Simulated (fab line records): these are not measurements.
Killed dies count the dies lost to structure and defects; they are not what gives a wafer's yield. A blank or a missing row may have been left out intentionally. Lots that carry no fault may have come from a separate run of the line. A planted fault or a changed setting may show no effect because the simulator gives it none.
A struck lot beside a sound one :: flow ritCmos :: 44 steps out of a route of 202
Sound: these wafers, L889.1, L889.4, L889.6. The struck wafers were L891.1, L891.2, L891.6. Last of all comes the cause.
Each step with rows lists, per side, the tool, then ch with its chambers, then its first start. Under that, the readings that differ: sound wafers :: struck wafers :: difference of the means :: sigmas: that difference in standard deviations of wafers without a fault.
alike: readings with means less than 2 such deviations apart, plus words and numbers identical on both sides. not compared: withheld readings, readings lacking a value on some wafer, bounds such as >300 that could conceal the same value, and numbers that have no deviation in the record and whose values overlap.
A row with sigmas, a row that says differs or no value, or rows on one side alone: a step with any of these is where the two part. When numbers do not overlap yet have no deviation, they are printed without sigmas and do not part them. A reading missing from all wafers of one side parts the sides only when that side holds two or more wafers.

first, 4 steps without rows for these wafers: RIT_PLDD_SOFTBAKE_02 (time 60 s); RIT_PLDD_EXPOSE_03 (exposes mask M8, target cd 40900 nm); RIT_PLDD_PEB_04; RIT_PLDD_DEVELOP_05 (develop time 50 s).
RIT_PLDD_OVL_MEAS_06:
  sound on overlay-02 at day 3 21:11; struck on overlay-01 at day 4 05:23
  alike: PLDD_OVL
then, 2 steps without rows for these wafers: RIT_PLDD_HARDBAKE_07 (time 60 s); RIT_PLDD_IMPLANT_08.
RIT_PLDD_STRIP_09: strips in O2, time 180 s.
  sound on plasmaAsher-01 ch 0,1, day 3 21:32; struck on plasmaAsher-04 ch 0,1, day 4 05:44
  alike: drypumpMotorCurrentA
  not compared: rfHoursCounterH
RIT_PLDD_TW_MEAS_10:
  sound on filmMetro-01 at day 3 21:42; struck on filmMetro-01 at day 4 05:54
  alike: PLDD_TW
then, 3 steps without rows for these wafers: RIT_SPACER_CLEAN_00 (cleans in SC1, time 600 s); RIT_SPACER_CLEAN_01 (cleans in dHF, time 30 s); RIT_SPACER_CLEAN_02 (cleans in SC2, time 600 s).
RIT_SPACER_CVD_03: deposits Si3N4 from SiH2Cl2/NH3, target thk 250 nm, time 3300 s.
  sound on lpcvd-01 ch 0, day 3 22:10; struck on lpcvd-02 ch 0, day 4 06:22
reading: pressureMtorr (mTorr)
sound: 299.2 299.3 300.0
struck: 360.3 359.7 359.3
difference: +60.3
sigmas: +99 or more

reading: zonePowerLoadPct (%)
sound: 21.2 21.6 21.2
struck: 19.1 19.7 18.9
difference: -2.1
sigmas: -2

reading: model.Si3N4_of_SPACER_CVD_03.thkNm (nm)
sound: 246.1 246.6 248.6
struck: 259.2 261.8 262.4
difference: +14.0
sigmas: 
  alike: zonePowerSourcePct
RIT_SPACER_THK_MEAS_04:
  sound on filmMetro-03 at day 4 00:05; struck on filmMetro-03 at day 4 08:17
reading: SPACER_NITRIDE_THK (nm)
sound: 246.0 246.6 248.7
struck: 259.3 261.9 262.4
difference: +14.1
sigmas: +6
RIT_SPACER_ETCHBACK_05: etches Si3N4 in SF6/CHF3, stops on SiO2, target depth 250 nm, time 240 s.
  sound on rieDiel-02 ch 2,3, day 4 00:08; struck on rieDiel-04 ch 0,1,3, day 4 08:20
reading: oesProductAu (a.u.)
sound: 0.843 0.837 0.841
struck: 0.879 0.872 0.857
difference: +0.029
sigmas: +2

reading: throttleValvePct (%)
sound: 10.21 10.16 10.15
struck: 10.36 10.40 10.45
difference: +0.23
sigmas: +2

reading: model.etch.depthNm (nm)
sound: 246.1 246.6 248.6
struck: 259.2 261.8 262.4
difference: +14.0
sigmas: 
  alike: SF6_flow_sccm, drypumpMotorCurrentA
  not compared: rfHoursCounterH
then, 6 steps without rows for these wafers: RIT_NSD_HMDS_00 (prime time 60 s); RIT_NSD_COAT_01 (resist thk 1000 nm); RIT_NSD_SOFTBAKE_02 (time 60 s); RIT_NSD_EXPOSE_03 (exposes mask M9, target cd 40700 nm); RIT_NSD_PEB_04; RIT_NSD_DEVELOP_05 (develop time 50 s).
RIT_NSD_OVL_MEAS_06:
  sound on overlay-01 at day 4 01:08; struck on overlay-02 at day 4 09:28
  alike: NSD_OVL
then, 2 steps without rows for these wafers: RIT_NSD_HARDBAKE_07 (time 60 s); RIT_NSD_IMPLANT_08.
RIT_NSD_STRIP_09: strips in O2, time 180 s.
  sound on plasmaAsher-04 ch 0, day 4 01:28; struck on plasmaAsher-03 ch 0,1, day 4 09:48
  alike: drypumpMotorCurrentA
  not compared: rfHoursCounterH
RIT_NSD_TW_MEAS_10:
  sound on filmMetro-01 at day 4 01:39; struck on filmMetro-04 at day 4 09:59
reading: NSD_TW
sound: 3036 3009 3038
struck: 3139 3126 3155
difference: +112
sigmas: +2
then, 6 steps without rows for these wafers: RIT_PSD_HMDS_00 (prime time 60 s); RIT_PSD_COAT_01 (resist thk 1000 nm); RIT_PSD_SOFTBAKE_02 (time 60 s); RIT_PSD_EXPOSE_03 (exposes mask M10, target cd 40900 nm); RIT_PSD_PEB_04; RIT_PSD_DEVELOP_05 (develop time 50 s).
RIT_PSD_OVL_MEAS_06:
  sound on overlay-01 at day 4 02:41; struck on overlay-01 at day 4 10:53
  alike: PSD_OVL
then, 2 steps without rows for these wafers: RIT_PSD_HARDBAKE_07 (time 60 s); RIT_PSD_IMPLANT_08.
RIT_PSD_STRIP_09: strips in O2, time 180 s.
  sound on plasmaAsher-04 ch 1, day 4 03:01; struck on plasmaAsher-02 ch 0,1, day 4 11:13
  alike: drypumpMotorCurrentA
  not compared: rfHoursCounterH
RIT_PSD_TW_MEAS_10:
  sound on filmMetro-04 at day 4 03:11; struck on filmMetro-02 at day 4 11:24
  alike: PSD_TW
then, 3 steps without rows for these wafers: RIT_SDANNEAL_CLEAN_00 (cleans in SC1, time 600 s); RIT_SDANNEAL_CLEAN_01 (cleans in dHF, time 30 s); RIT_SDANNEAL_CLEAN_02 (cleans in SC2, time 600 s).
RIT_SDANNEAL_RTA_03: time 5 s.
  sound on rtpAnneal-01 ch 0, day 4 03:37; struck on rtpAnneal-01 ch 0, day 4 11:52
  alike: wafer_temp_C_max
RIT_SDANNEAL_RS_MEAS_04: measurement is done with a four-point probe.
  sound on filmMetro-02 at day 4 03:41; struck on filmMetro-04 at day 4 11:55
  alike: PSD_RS
RIT_SILICIDE_WET_ETCH_00: etches SiO2 in BOE, target depth 14 nm, time 15 s.
  sound on wetBench-04 ch 3, day 4 04:10; struck on wetBench-03 ch 3, day 4 12:24
reading: model.Si3N4_of_SPACER_CVD_03.thkNm (nm)
sound: 191.9 192.3 193.9
struck: 202 204.2 204.5
difference: +11
sigmas: 
RIT_M1_PROBE_99:
  sound on prober-02 at day 4 11:04; struck on prober-02 at day 4 19:44
reading: model.etest.nmos_0p15.rOnOhmUm
sound: 1147 1165 1113
struck: 1086 1096 1112
difference: -44
sigmas: 

reading: model.etest.pwellPinched.rsOhmSq
sound: 458.4 457.3 466.1
struck: 449.5 447.9 449.1
difference: -11.8
sigmas: 

reading: model.etest.nwellPinched.rsOhmSq
sound: 341.4 339.2 339
struck: 332.4 329.1 331.8
difference: -8.8
sigmas: 

reading: model.etest.nmos_0p15.toxInvNm (nm)
sound: 4.428 4.438 4.414
struck: 4.47 4.47 4.538
difference: +0.07
sigmas: 

reading: model.etest.diodeNplusComb.cjFfUm2
sound: 2.669 2.664 2.661
struck: 2.597 2.571 2.577
difference: -0.083
sigmas: 

reading: model.etest.diodeNplusPwell.cjFfUm2
sound: 2.09 2.093 2.089
struck: 2.053 2.041 2.052
difference: -0.042
sigmas: 
  alike: killedAtContacts, killedAtFrontEnd, killedDies, killedOpen, killedShort
  not compared: model.etest.pplusSal.widthNm, model.etest.nplusSal.widthNm

== WHERE THEY PART ==
At RIT_SPACER_CVD_03 first; at RIT_NSD_TW_MEAS_10 last (within this record only). Later steps at which nothing parts them and some readings are alike: RIT_PSD_OVL_MEAS_06, RIT_PSD_STRIP_09, RIT_PSD_TW_MEAS_10, RIT_SDANNEAL_RTA_03, RIT_SDANNEAL_RS_MEAS_04, RIT_M1_PROBE_99.

WHY: whatever the simulator had introduced
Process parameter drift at RIT_SPACER_CVD_03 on lpcvd-02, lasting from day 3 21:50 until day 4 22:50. The setting pressureMtorr was moved by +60, starting from 300. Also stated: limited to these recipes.
